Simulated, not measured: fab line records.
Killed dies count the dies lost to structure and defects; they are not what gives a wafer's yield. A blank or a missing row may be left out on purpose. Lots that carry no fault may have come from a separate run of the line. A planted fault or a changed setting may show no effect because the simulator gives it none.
fab line records | flow ritCmos
record lots=14 wafers=42 lastDay=7
route steps=202 shown NWELL@38 PRETRO@70 CONTACT@180 M1@196
lots that met no fault: taken from a fault-free run of the same line
startH: start of the lot's first displayed wafer, in hours after the record's first day | waitH: hours since the lot's step before | " identical to the entry in the row above | L1.1+2: a row that stands for several wafers | - no value, or no start given | * or withheld: withheld | < > ~ a bound
route shown NAME@n: a module of which the file shows steps, and the number in the route of the first | usual: average and standard deviation across the fault-free wafers | same: alike in all rows | chamber/n: place in a boat | sites: each site's reading | _std_site: their standard deviation | _edge_site: outer sites' mean less inner sites' | radiusMm: how far each site lies from the wafer's centre | mask NAME#n: copy n | behind: the last tool/chamber to shape the wafer | hold: why the lot went on hold/how many hours it stayed there/how the hold came to an end | device: which transistor (n, p or np) failed to switch | end of line: at the end of the route, the tests of the same wafers | step lacking rows: just its recipe | killed: dies lost to structure and defects at the first sort, not the wafer's yield | map: a wafer's dies, marking killed ones x, the rest . and places with no die _
set.NAME: setting as actually run; set.NAME@STEP: the setting as run at that earlier step | model.NAME: the simulator's own value behind a step, which no gauge read
steps of the route over a sample of lots; a table a step, a row a wafer
services: a tool's chamber out of use, with start hour (startH, from the record's first day; less than 0 if before it), hours out, and reason
## steps
# step RIT_NWELL_TW_MEAS_10
# usual NWELL_TW=2153/24
# columns lot.wafer tool chamber startH waitH NWELL_TW
L409.3 filmMetro-04 - 27.77 0.1 2155
L409.4 " - " " 2149
L409.5 " - " " 2153
L412.1 filmMetro-04 - 48.74 0.1 2165
L412.3 " - " " 2169
L412.5 " - " " 2154
L414.1 filmMetro-02 - 55.76 0.1 2172
L414.2 " - " " 2183
L414.3 " - " " 2178
L416.1 filmMetro-02 - 62.57 0.1 2187
L416.3 " - " " 2188
L416.5 " - " " 2189
L417.1 filmMetro-03 - 68.49 0.1 2132
L417.3 " - " " 2132
L417.4 " - " " 2134
L418.3 filmMetro-04 - 71.54 0.1 2155
L418.5 " - " " 2161
L418.6 " - " " 2175
L419.3 filmMetro-04 - 76.32 0.1 2158
L419.5 " - " " 2168
L419.6 " - " " 2161
L420.2 filmMetro-04 - 82.21 0.1 2152
L420.3 " - " " 2158
L420.5 " - " " 2176
L424.1 filmMetro-03 - 102.02 0.1 2099
L424.2 " - " " 2116
L424.5 " - " " 2111
L425.4 filmMetro-04 - 106.12 0.1 2162
L425.5 " - " " 2152
L425.6 " - " " 2155
L427.4 filmMetro-03 - 116.06 0.1 2112
L427.5 " - " " 2116
L427.6 " - " " 2112
L428.1 filmMetro-02 - 121.87 0.1 2184
L428.3 " - " " 2186
L428.6 " - " " 2176
L429.1 filmMetro-04 - 125.86 0.1 2160
L429.3 " - " " 2151
L429.6 " - " " 2166
L431.1 filmMetro-03 - 135.86 0.1 2099
L431.5 " - " " 2108
L431.6 " - " " 2113
# step RIT_PRETRO_OVL_MEAS_06
# usual PRETRO_OVL=-0.4/1.3
# columns lot.wafer tool chamber startH waitH PRETRO_OVL[nm]
L409.3 overlay-01 - 39.06 - -0.2
L409.4 " - " " -2.4
L409.5 " - " " -0.6
L412.1 overlay-02 - 59.32 - 1.2
L412.3 " - " " -0.7
L412.5 " - " " -0.2
L414.1 overlay-02 - 65.56 - -0.5
L414.2 " - " " 0.5
L414.3 " - " " -0.8
L416.1 overlay-01 - 72.28 - 0.2
L416.3 " - " " -1.4
L416.5 " - " " 1.0
L417.1 overlay-01 - 78.25 - -0.1
L417.3 " - " " 0.4
L417.4 " - " " 1.3
L418.3 overlay-01 - 81.76 - 0.7
L418.5 " - " " -0.1
L418.6 " - " " 0.4
L419.3 overlay-02 - 85.93 - -0.6
L419.5 " - " " 0.0
L419.6 " - " " -0.5
L420.2 overlay-01 - 91.95 - 0.5
L420.3 " - " " -0.1
L420.5 " - " " -0.7
L424.1 overlay-02 - 111.57 - -1.3
L424.2 " - " " -3.2
L424.5 " - " " -2.8
L425.4 overlay-02 - 116.45 - -0.8
L425.5 " - " " 1.4
L425.6 " - " " 0.9
L427.4 overlay-02 - 125.84 - -1.9
L427.5 " - " " -2.6
L427.6 " - " " -1.6
L428.1 overlay-01 - 131.47 - 1.2
L428.3 " - " " 2.2
L428.6 " - " " 2.1
L429.1 overlay-01 - 135.37 - 0.3
L429.3 " - " " -1.0
L429.6 " - " " -1.1
L431.1 overlay-02 - 145.61 - 1.8
L431.5 " - " " 0.8
L431.6 " - " " 0.2
# step RIT_CONTACT_STRIP_12
# recipe chemistry=O2 timeS=180 resist=NOVOLAK platenTempC=withheld powerW=500 pressureMtorr=4000 o2FlowSccm=4000
# usual drypumpMotorCurrentA=6.1/0.56 rfReflPowerW=7.3/0.69
# columns lot.wafer tool chamber startH waitH drypumpMotorCurrentA rfHoursCounterH rfReflPowerW
L409.3 plasmaAsher-04 0 64.31 0.2 6.6 - 7.3
L409.4 " 1 " " 5.7 - 8.1
L409.5 " 1 " " 5.7 - 8.1
L412.1 plasmaAsher-02 0 81.35 0.1 5.3 43 5.6
L412.3 " 0 " " 5.3 - 5.4
L412.5 " 1 " " 5.0 - 7.9
L414.1 plasmaAsher-04 1 87.16 0.1 5.7 30 8.2
L414.2 " 0 " " 6.6 30 7.2
L414.3 " 1 " " 5.7 - 8.0
L416.1 plasmaAsher-04 0 93.81 0.1 6.6 31 7.0
L416.3 " 0 " " 6.6 - 7.4
L416.5 " 0 " " 6.6 - 7.3
L417.1 plasmaAsher-03 0 101.58 0.1 6.6 45 7.2
L417.3 " 1 " " 6.2 - 6.7
L417.4 " 0 " " 6.6 - 7.3
L418.3 plasmaAsher-04 0 103.08 0.2 6.6 - 7.3
L418.5 " 0 " " 6.6 - 7.3
L418.6 " 1 " " 5.7 - 8.1
L419.3 plasmaAsher-03 1 108.99 0.2 6.2 - 7.2
L419.5 " 0 " " 6.6 - 7.2
L419.6 " 1 " " 6.2 - 6.9
L420.2 plasmaAsher-04 1 113.43 0.1 5.7 33 8.0
L420.3 " 0 " " 6.6 - 7.3
L420.5 " 1 " " 5.7 - 8.2
L424.1 plasmaAsher-03 0 133.89 0.1 6.6 49 7.1
L424.2 " 1 " " 6.2 49 6.8
L424.5 " 1 " " 6.2 - 6.8
L425.4 plasmaAsher-02 0 138.19 0.2 5.3 - 5.6
L425.5 " 1 " " 5.0 - 7.6
L425.6 " 0 " " 5.3 - 5.4
L427.4 plasmaAsher-02 1 146.97 0.1 5.0 - 7.9
L427.5 " 1 " " 5.0 - 7.9
L427.6 " 0 " " 5.3 - 5.3
L428.1 plasmaAsher-04 1 152.65 0.1 5.7 38 8.0
L428.3 " 0 " " 6.6 - 7.1
L428.6 " 1 " " 5.7 - 8.1
L429.1 plasmaAsher-04 1 156.20 0.1 5.7 38 7.9
L429.3 " 1 " " 5.7 - 7.9
L429.6 " 0 " " 6.6 - 7.5
L431.1 plasmaAsher-04 1 166.93 0.1 5.7 40 7.8
L431.5 " 0 " " 6.6 - 7.4
L431.6 " 1 " " 5.7 - 7.9
# step RIT_M1_METAL_ETCH_12
# recipe stopOn=SiO2 chemistry=Cl2/BCl3 target=Al timeS=165 overEtchFrac=0.5 pressureMtorr=100 targetDepthA=6000 rfW=250 Cl2_flow_sccm=60 bcl3FlowSccm=50
# usual drypumpMotorCurrentA=5.7/0.33 oesProductAu=0.772/0.015 throttleValvePct=8.23/0.1
# same overEtchFrac=0.5
# columns lot.wafer tool chamber startH waitH drypumpMotorCurrentA oesProductAu rfHoursCounterH throttleValvePct
L409.3 rieMetal-03 0 67.00 0.2 5.0 0.753 - 8.21
L409.4 " 1 " " 5.6 0.775 - 8.03
L409.5 " 0 " " 5.0 0.747 - 8.19
L412.1 rieMetal-03 0 83.86 0.2 5.0 0.771 36 8.19
L412.3 " 1 " " 5.6 0.773 - 8.04
L412.5 " 1 " " 5.6 0.791 - 8.04
L414.1 rieMetal-04 0 89.56 0.2 5.6 0.773 1 8.20
L414.2 " 1 " " 5.9 0.808 1 8.29
L414.3 " 0 " " 5.6 0.757 - 8.18
L416.1 rieMetal-01 1 96.21 0.2 6.0 0.770 3 8.23
L416.3 " 1 " " 6.0 0.769 - 8.24
L416.5 " 1 " " 6.0 0.762 - 8.24
L417.1 rieMetal-04 1 104.15 0.2 5.9 0.791 1 8.31
L417.3 " 0 " " 5.6 0.761 - 8.19
L417.4 " 1 " " 5.9 0.801 - 8.30
L418.3 rieMetal-03 0 105.75 0.2 5.0 0.754 - 8.20
L418.5 " 1 " " 5.6 0.787 - 8.05
L418.6 " 0 " " 5.0 0.753 - 8.19
L419.3 rieMetal-01 0 111.59 0.2 5.8 0.767 - 8.39
L419.5 " 1 " " 6.0 0.767 - 8.27
L419.6 " 0 " " 5.8 0.771 - 8.36
L420.2 rieMetal-04 1 115.98 0.2 5.9 0.796 1 8.30
L420.3 " 0 " " 5.6 0.763 - 8.18
L420.5 " 0 " " 5.6 0.760 - 8.19
L424.1 rieMetal-04 1 136.30 0.2 5.9 0.788 1 8.32
L424.2 " 0 " " 5.6 0.746 1 8.19
L424.5 " 0 " " 5.6 0.761 - 8.20
L425.4 rieMetal-01 0 140.64 0.1 5.8 0.772 - 8.38
L425.5 " 0 " " 5.8 0.765 - 8.36
L425.6 " 1 " " 6.0 0.709 - 8.27
L427.4 rieMetal-01 0 149.50 0.1 5.7 0.772 - 8.37
L427.5 " 1 " " 6.0 0.704 - 8.24
L427.6 " 0 " " 5.8 0.758 - 8.38
L428.1 rieMetal-04 0 155.24 0.2 5.6 0.751 2 8.18
L428.3 " 0 " " 5.6 0.761 - 8.19
L428.6 " 0 " " 5.6 0.754 - 8.21
L429.1 rieMetal-03 1 158.73 0.2 5.6 0.768 0 8.06
L429.3 " 1 " " 5.6 0.759 - 8.04
L429.6 " 1 " " 5.6 0.781 - 8.05
L431.1 rieMetal-04 1 169.46 0.2 5.9 0.800 2 8.31
L431.5 " 0 " " 5.6 0.759 - 8.18
L431.6 " 1 " " 5.9 0.793 - 8.31
# step RIT_M1_CD_MEAS_90
# recipe targetCdNm=2600
# usual cdNm=2598/3.9
# columns lot.wafer tool chamber startH waitH cdNm
L409.3 cdSem-01 - 67.50 0.1 2598
L409.4 " - " " 2603
L409.5 " - " " 2600
L412.1 cdSem-01 - 84.39 0.1 2595
L412.3 " - " " 2602
L412.5 " - " " 2599
L414.1 cdSem-01 - 90.11 0.1 2596
L414.2 " - " " 2590
L414.3 " - " " 2596
L416.1 cdSem-01 - 96.76 0.1 2604
L416.3 " - " " 2602
L416.5 " - " " 2603
L417.1 cdSem-01 - 104.68 0.1 2592
L417.3 " - " " 2595
L417.4 " - " " 2592
L418.3 cdSem-02 - 106.26 0.1 2596
L418.5 " - " " 2604
L418.6 " - " " 2598
L419.3 cdSem-01 - 112.09 0.1 2598
L419.5 " - " " 2599
L419.6 " - " " 2597
L420.2 cdSem-02 - 116.53 0.1 2591
L420.3 " - " " 2599
L420.5 " - " " 2600
L424.1 cdSem-01 - 136.81 0.1 2591
L424.2 " - " " 2596
L424.5 " - " " 2595
L425.4 cdSem-02 - 141.16 0.1 2596
L425.5 " - " " 2597
L425.6 " - " " 2608
L427.4 cdSem-01 - 150.02 0.1 2601
L427.5 " - " " 2610
L427.6 " - " " 2601
L428.1 cdSem-01 - 155.76 0.1 2595
L428.3 " - " " 2594
L428.6 " - " " 2593
L429.1 cdSem-02 - 159.24 0.1 2601
L429.3 " - " " 2602
L429.6 " - " " 2603
L431.1 cdSem-01 - 169.98 0.1 2594
L431.5 " - " " 2596
L431.6 " - " " 2594
# step RIT_M1_PROBE_99
# usual defectLimitedYield=97.1/1.1 killed_at_M0_to_M3=0.0/0.14 killedAtContacts=0.1/0.29 killedAtFrontEnd=7/3 killedDies=8/3 killedOnRim=2.0/1.5 killedOpen=3.7/2 killedShort=3.8/2.1 sort_bin_3_pad_short=0.2/0.28 sort_bin_5_function=1.6/0.88 sort_bin_6_memory=1.1/0.67 sortNPass=256/3 sortYieldPct=97.1/1.1
# same grossDies=264 killed_at_M4_up=0 killedAtBackSide=0 killedAtOther=0
# columns lot.wafer tool chamber startH waitH defectLimitedYield[%] killed_at_M0_to_M3 killedAtContacts killedAtFrontEnd killedDies killedOnRim killedOpen killedShort sort_bin_3_pad_short[%] sort_bin_5_function[%] sort_bin_6_memory[%] sortNPass sortYieldPct[%]
L409.3 prober-02 - 70.32 0.2 98.5 0 1 3 4 0 2 2 0 1.1 0.4 260 98.5
L409.4 prober-02 - 70.37 0.2 96.6 0 1 8 9 2 6 3 0 2.7 0.8 255 96.6
L409.5 prober-02 - 70.42 0.2 97.7 0 0 6 6 3 5 1 0 1.9 0.4 258 97.7
L412.1 prober-01 - 86.13 0.1 97.7 0 0 6 6 0 2 4 0 1.5 0.8 258 97.7
L412.3 prober-01 - 86.23 0.2 98.9 1 0 2 3 0 1 2 0.4 0.4 0.4 261 98.9
L412.5 prober-01 - 86.33 0.2 97.0 0 0 8 8 3 6 2 0 1.5 1.5 256 97.0
L414.1 prober-01 - 91.85 0.1 97.7 0 1 5 6 0 5 1 0 0.8 1.5 258 97.7
L414.2 prober-01 - 91.90 0.1 98.9 0 0 3 3 1 3 0 0 1.1 0 261 98.9
L414.3 prober-01 - 91.95 0.2 97.7 0 0 6 6 1 4 2 0 1.1 1.1 258 97.7
L416.1 prober-01 - 98.50 0.1 97.3 0 0 7 7 2 2 5 0.8 1.1 0.8 257 97.3
L416.3 prober-01 - 98.60 0.2 95.1 0 0 13 13 1 3 10 0.4 2.3 2.3 251 95.1
L416.5 prober-01 - 98.70 0.2 97.3 0 0 7 7 0 5 2 0 2.7 0 257 97.3
L417.1 prober-02 - 106.42 0.1 97.3 0 0 7 7 3 3 4 0 0.4 2.3 257 97.3
L417.3 prober-02 - 106.52 0.2 97.0 0 0 8 8 3 3 5 0 1.5 1.5 256 97.0
L417.4 prober-02 - 106.57 0.2 97.3 0 0 7 7 4 5 2 0.4 1.1 1.1 257 97.3
L418.3 prober-01 - 108.77 0.2 96.2 0 0 10 10 4 4 6 1.5 1.5 0.8 254 96.2
L418.5 prober-01 - 108.87 0.2 96.2 0 0 10 10 3 5 5 0 2.7 1.1 254 96.2
L418.6 prober-01 - 108.92 0.2 97.0 0 0 8 8 1 4 4 0.8 1.9 0.4 256 97.0
L419.3 prober-02 - 113.89 0.2 97.3 0 0 7 7 2 3 4 0 2.3 0.4 257 97.3
L419.5 prober-02 - 113.99 0.2 95.8 0 0 11 11 3 8 3 0 3.0 1.1 253 95.8
L419.6 prober-02 - 114.04 0.2 98.1 0 0 5 5 1 3 2 0 1.5 0.4 259 98.1
L420.2 prober-01 - 118.30 0.1 96.6 0 0 9 9 1 4 5 0.8 1.5 1.1 255 96.6
L420.3 prober-01 - 118.35 0.2 97.7 0 0 6 6 1 3 3 0 1.1 1.1 258 97.7
L420.5 prober-01 - 118.45 0.2 94.7 0 0 14 14 4 5 9 0.8 1.5 3.0 250 94.7
L424.1 prober-01 - 138.67 0.1 95.5 0 0 12 12 5 5 7 0 1.9 2.7 252 95.5
L424.2 prober-01 - 138.72 0.1 97.3 0 0 7 7 3 4 3 0 0.8 1.9 257 97.3
L424.5 prober-01 - 138.87 0.2 95.8 0 0 11 11 4 8 3 0 2.3 1.9 253 95.8
L425.4 prober-02 - 143.11 0.2 95.8 0 1 10 11 6 4 7 0.8 1.9 1.5 253 95.8
L425.5 prober-02 - 143.16 0.2 95.5 0 0 12 12 4 4 8 0 3.4 1.1 252 95.5
L425.6 prober-02 - 143.21 0.2 0 250 0 14 264 70 6 8 0.4 97.0 2.7 0 0
L427.4 prober-02 - 151.85 0.2 98.1 0 0 5 5 4 1 2 0 1.1 0.8 259 98.1
L427.5 prober-02 - 151.90 0.2 0 254 0 10 264 70 4 5 0.4 97.7 1.9 0 0
L427.6 prober-02 - 151.95 0.2 98.5 0 0 4 4 0 4 0 0 1.1 0.4 260 98.5
L428.1 prober-01 - 157.50 0.1 97.0 0 0 8 8 2 7 1 0.4 1.9 0.8 256 97.0
L428.3 prober-01 - 157.60 0.2 97.7 0 0 6 6 0 2 4 0.4 1.1 0.8 258 97.7
L428.6 prober-01 - 157.75 0.2 95.8 0 0 11 11 4 3 8 0 3.8 0.4 253 95.8
L429.1 prober-02 - 160.98 0.1 98.1 0 0 5 5 1 3 1 0 1.1 0.8 259 98.1
L429.3 prober-02 - 161.08 0.2 98.9 0 0 3 3 0 2 1 0 0 1.1 261 98.9
L429.6 prober-02 - 161.23 0.2 98.1 0 0 5 5 3 1 3 0.4 1.1 0.4 259 98.1
L431.1 prober-02 - 171.72 0.1 97.7 0 0 6 6 0 4 2 0.4 0.8 1.1 258 97.7
L431.5 prober-02 - 171.92 0.2 96.2 0 0 10 10 3 4 6 0 3.0 0.8 254 96.2
L431.6 prober-02 - 171.97 0.2 97.3 0 1 6 7 0 2 5 0.8 1.9 0 257 97.3
# killed by level:class
L409.3 FOX1:geometricParticle:open=1 SPACER:geometricParticle:short=1 SILICIDE:geometricParticle:open=1 CONTACT:geometricParticle:short=1
L409.4 SPACER:geometricParticle:open=3 GATE:geometricParticle:short=2 FOX1:geometricParticle:open=1 FOX2:geometricParticle:open=1 SPACER:geometricParticle:short=1 CONTACT:geometricParticle:open=1
L409.5 FOX1:geometricParticle:open=2 SPACER:geometricParticle:open=2 FOX2:geometricParticle:open=1 SILICIDE:geometricParticle:short=1
L412.1 SILICIDE:geometricParticle:short=2 FOX1:geometricParticle:short=1 GATE:geometricParticle:open=1 REOX:geometricParticle:open=1 SPACER:geometricParticle:short=1
L412.3 FOX1:geometricParticle:open=1 SPACER:geometricParticle:short=1 M1:geometricParticle:short=1
L412.5 FOX2:geometricParticle:open=2 GATE:geometricParticle:open=2 SPACER:geometricParticle:open=2 FOX1:geometricParticle:short=1 SPACER:geometricParticle:short=1
L414.1 REOX:geometricParticle:open=2 FOX1:geometricParticle:open=1 FOX2:geometricParticle:open=1 SILICIDE:geometricParticle:short=1 CONTACT:geometricParticle:open=1
L414.2 FOX2:geometricParticle:open=1 GATE:geometricParticle:open=1 SPACER:geometricParticle:open=1
L414.3 FOX2:geometricParticle:open=3 FOX1:geometricParticle:short=1 GATE:geometricParticle:open=1 REOX:geometricParticle:short=1
L416.1 FOX1:geometricParticle:short=3 GATE:geometricParticle:short=2 GATE:geometricParticle:open=1 STARTING-WAFER:geometricParticle:open=1
L416.3 FOX1:geometricParticle:short=4 GATE:geometricParticle:short=3 REOX:geometricParticle:short=3 FOX1:geometricParticle:open=2 SILICIDE:geometricParticle:open=1
L416.5 FOX1:geometricParticle:short=2 GATE:geometricParticle:open=2 FOX1:geometricParticle:open=1 REOX:geometricParticle:open=1 SPACER:geometricParticle:open=1
L417.1 SPACER:geometricParticle:short=4 GATE:geometricParticle:open=2 SPACER:geometricParticle:open=1
L417.3 FOX2:geometricParticle:open=2 REOX:geometricParticle:short=2 FOX2:geometricParticle:short=1 GATE:geometricParticle:short=1 SPACER:geometricParticle:open=1 SPACER:geometricParticle:short=1
L417.4 GATE:geometricParticle:open=4 REOX:geometricParticle:short=1 SPACER:geometricParticle:open=1 SILICIDE:geometricParticle:short=1
L418.3 FOX1:geometricParticle:short=3 GATE:geometricParticle:short=3 GATE:geometricParticle:open=2 FOX1:geometricParticle:open=1 REOX:geometricParticle:open=1
L418.5 SILICIDE:geometricParticle:short=3 GATE:geometricParticle:open=2 SILICIDE:geometricParticle:open=2 FOX1:geometricParticle:short=1 FOX1:geometricParticle:open=1 REOX:geometricParticle:short=1
L418.6 GATE:geometricParticle:open=3 SILICIDE:geometricParticle:short=2 FOX1:geometricParticle:short=1 FOX1:geometricParticle:open=1 REOX:geometricParticle:short=1
L419.3 GATE:geometricParticle:short=2 GATE:geometricParticle:open=2 FOX2:geometricParticle:short=1 SPACER:geometricParticle:open=1 SILICIDE:geometricParticle:short=1
L419.5 SILICIDE:geometricParticle:open=3 FOX1:geometricParticle:open=2 FOX2:geometricParticle:open=1 FOX2:geometricParticle:short=1 REOX:geometricParticle:short=1 REOX:geometricParticle:open=1 SPACER:geometricParticle:open=1 SILICIDE:geometricParticle:short=1
L419.6 FOX1:geometricParticle:short=2 REOX:geometricParticle:open=2 SILICIDE:geometricParticle:open=1
L420.2 FOX2:geometricParticle:open=2 SPACER:geometricParticle:short=2 FOX1:geometricParticle:short=1 GATE:geometricParticle:open=1 GATE:geometricParticle:short=1 REOX:geometricParticle:short=1 SPACER:geometricParticle:open=1
L420.3 FOX1:geometricParticle:short=1 GATE:geometricParticle:open=1 REOX:geometricParticle:short=1 REOX:geometricParticle:open=1 SPACER:geometricParticle:short=1 SILICIDE:geometricParticle:open=1
L420.5 GATE:geometricParticle:short=4 REOX:geometricParticle:open=3 REOX:geometricParticle:short=2 SPACER:geometricParticle:open=2 SILICIDE:geometricParticle:short=2 FOX2:geometricParticle:short=1
L424.1 GATE:geometricParticle:open=5 SPACER:geometricParticle:short=3 GATE:geometricParticle:short=2 REOX:geometricParticle:short=1 SILICIDE:geometricParticle:short=1
L424.2 GATE:geometricParticle:open=2 GATE:geometricParticle:short=2 FOX2:geometricParticle:open=1 REOX:geometricParticle:short=1 SILICIDE:geometricParticle:open=1
L424.5 GATE:geometricParticle:open=4 REOX:geometricParticle:short=2 FOX1:geometricParticle:open=1 REOX:geometricParticle:open=1 SPACER:geometricParticle:open=1 SPACER:geometricParticle:short=1 SILICIDE:geometricParticle:open=1
L425.4 GATE:geometricParticle:short=6 GATE:geometricParticle:open=1 REOX:geometricParticle:open=1 REOX:geometricParticle:short=1 SPACER:geometricParticle:open=1 CONTACT:geometricParticle:open=1
L425.5 GATE:geometricParticle:short=4 FOX2:geometricParticle:open=2 FOX2:geometricParticle:short=2 FOX1:geometricParticle:open=1 FOX1:geometricParticle:short=1 GATE:geometricParticle:open=1 SPACER:geometricParticle:short=1
L425.6 M1:areaEtch=250 GATE:geometricParticle:short=4 GATE:geometricParticle:open=3 REOX:geometricParticle:short=2 SPACER:geometricParticle:short=2 FOX2:geometricParticle:open=1 REOX:geometricParticle:open=1 SPACER:geometricParticle:open=1
L427.4 GATE:geometricParticle:short=2 PRETRO:coatMicrobubblePrinted=2 REOX:geometricParticle:open=1
L427.5 M1:areaEtch=254 GATE:geometricParticle:short=3 SPACER:geometricParticle:open=2 GATE:geometricParticle:open=1 REOX:geometricParticle:short=1 SILICIDE:geometricParticle:short=1 SILICIDE:geometricParticle:open=1 PRETRO:coatMicrobubblePrinted=1
L427.6 FOX1:geometricParticle:open=1 GATE:geometricParticle:open=1 SPACER:geometricParticle:open=1 SILICIDE:geometricParticle:open=1
L428.1 SPACER:geometricParticle:open=3 GATE:geometricParticle:open=2 ACTIVE:geometricParticle:open=1 GATE:geometricParticle:short=1 REOX:geometricParticle:open=1
L428.3 REOX:geometricParticle:short=2 GATE:geometricParticle:short=1 GATE:geometricParticle:open=1 SPACER:geometricParticle:open=1 SILICIDE:geometricParticle:short=1
L428.6 GATE:geometricParticle:short=3 REOX:geometricParticle:short=2 SPACER:geometricParticle:short=2 FOX1:geometricParticle:short=1 GATE:geometricParticle:open=1 REOX:geometricParticle:open=1 SILICIDE:geometricParticle:open=1
L429.1 GATE:geometricParticle:open=2 GATE:geometricParticle:short=1 REOX:geometricParticle:open=1 NWELL:coatMicrobubblePrinted=1
L429.3 FOX1:geometricParticle:open=2 GATE:geometricParticle:short=1
L429.6 FOX2:geometricParticle:short=2 GATE:geometricParticle:open=1 SILICIDE:geometricParticle:short=1 NWELL:coatMicrobubblePrinted=1
L431.1 SILICIDE:geometricParticle:open=2 FOX1:geometricParticle:open=1 FOX2:geometricParticle:short=1 REOX:geometricParticle:short=1 SPACER:geometricParticle:open=1
L431.5 REOX:geometricParticle:short=3 GATE:geometricParticle:open=2 FOX1:geometricParticle:short=1 FOX2:geometricParticle:short=1 REOX:geometricParticle:open=1 SILICIDE:geometricParticle:open=1 SILICIDE:geometricParticle:short=1
L431.6 GATE:geometricParticle:short=2 FOX1:geometricParticle:short=1 GATE:geometricParticle:open=1 REOX:geometricParticle:short=1 SILICIDE:geometricParticle:open=1 CONTACT:geometricParticle:short=1
## services
# columns tool chamber startH hours kind
plasmaAsher-03 - 53.22 1.4 repair
rieMetal-03 1 69.28 7.1 repair
plasmaAsher-03 - 116.76 2.8 pm
rieMetal-04 - 130.36 2.8 pm
rieMetal-03 - 136.12 20.0 pm
rieMetal-03 0 136.12 20.0 ventCycle
rieMetal-03 1 136.12 20.0 ventCycle
plasmaAsher-02 - 147.75 0.7 repair
rieMetal-03 0 156.12 - clean
rieMetal-03 1 156.12 - clean
## key
firstSign step=RIT_M1_METAL_ETCH_12 reading=oesProductAu direction=down sigmas=4.4 usual=0.772 struck=0.707
effect step=RIT_M1_CD_MEAS_90 reading=cdNm direction=up sigmas=3 usual=2598 struck=2609
effect step=RIT_M1_PROBE_99 reading=killed_at_M0_to_M3 direction=up sigmas=99+ usual=0.0 struck=252
moreKillsBornAt RIT_M1_METAL_ETCH_12@rieMetal-01=504
metAt RIT_M1_METAL_ETCH_12
struckLots L425,L427
struckWafers L425.6,L427.5
laterRowsLeftOut L425.6,L427.5
notActingAt RIT_NWELL_TW_MEAS_10,RIT_PRETRO_OVL_MEAS_06,RIT_CONTACT_STRIP_12
onsetBetween 111.59 140.64
fault kind=processParameterDrift tool=rieMetal-01 chamber=1 onsetH=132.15 steps=RIT_M1_METAL_ETCH_12 channel=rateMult offset=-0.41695 shape=step endH=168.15
# laterRowsLeftOut: the simulator's readings of these wafers behind a module that went badly wrong aren't trusted and aren't shown, but for the sort
